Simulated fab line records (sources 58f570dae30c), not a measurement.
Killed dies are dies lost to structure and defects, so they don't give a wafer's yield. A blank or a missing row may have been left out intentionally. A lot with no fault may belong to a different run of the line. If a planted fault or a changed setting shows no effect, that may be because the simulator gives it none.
Which tool was responsible? ; flow berkeley cmos170 ; route of 331 steps, sampled at 1 step: 7 lots, 21 wafers

## WHAT EACH GAUGE READ, for each wafer
UCB170_PWELL_THK_MEAS_03.
lot;measured;on;PWELL_OXIDE_THK (nm)
L922;day 2 22:46;film metro-03;27.2 27.3 27.1
L925;day 3 08:02;film metro-03;25.5 25.9 25.4
L931;day 4 18:10;film metro-01;26.2 26.2 26.1
L936;day 5 15:33;film metro-01;26.2 25.9 26.2
L938;day 6 00:55;film metro-03;27.0 26.3 26.5
L942;day 6 22:43;film metro-01;26.2 26.2 26.6
L944;day 7 07:10;film metro-01;27.1 27.1 27.1

## EACH LOT AND THE TOOL THAT RAN IT (in order: tool; ch and the chambers of the sampled wafers; start)
Before these readings, the record contains no process step.

## THE ANSWER, worked out from the rows above alone
Rule: the usual values come from the lots themselves. The widest of any qualifying gaps counts: lots, ordered by their means at a reading, are off when they make up no more than a third of the lots, leave a main group of 4 or more, and stand apart from it by 3 or more times the standard deviation of that group's means. Not used: any main group whose means are identical at the precision the tables above print for the reading. Also off: a lot with no number at a reading for which 4 or more lots have one. The other lots that the step has rows for count as sound.
Nothing can be told from this: no lot is off at any reading shown.

## WHAT WAS PUT IN BY THE SIMULATOR
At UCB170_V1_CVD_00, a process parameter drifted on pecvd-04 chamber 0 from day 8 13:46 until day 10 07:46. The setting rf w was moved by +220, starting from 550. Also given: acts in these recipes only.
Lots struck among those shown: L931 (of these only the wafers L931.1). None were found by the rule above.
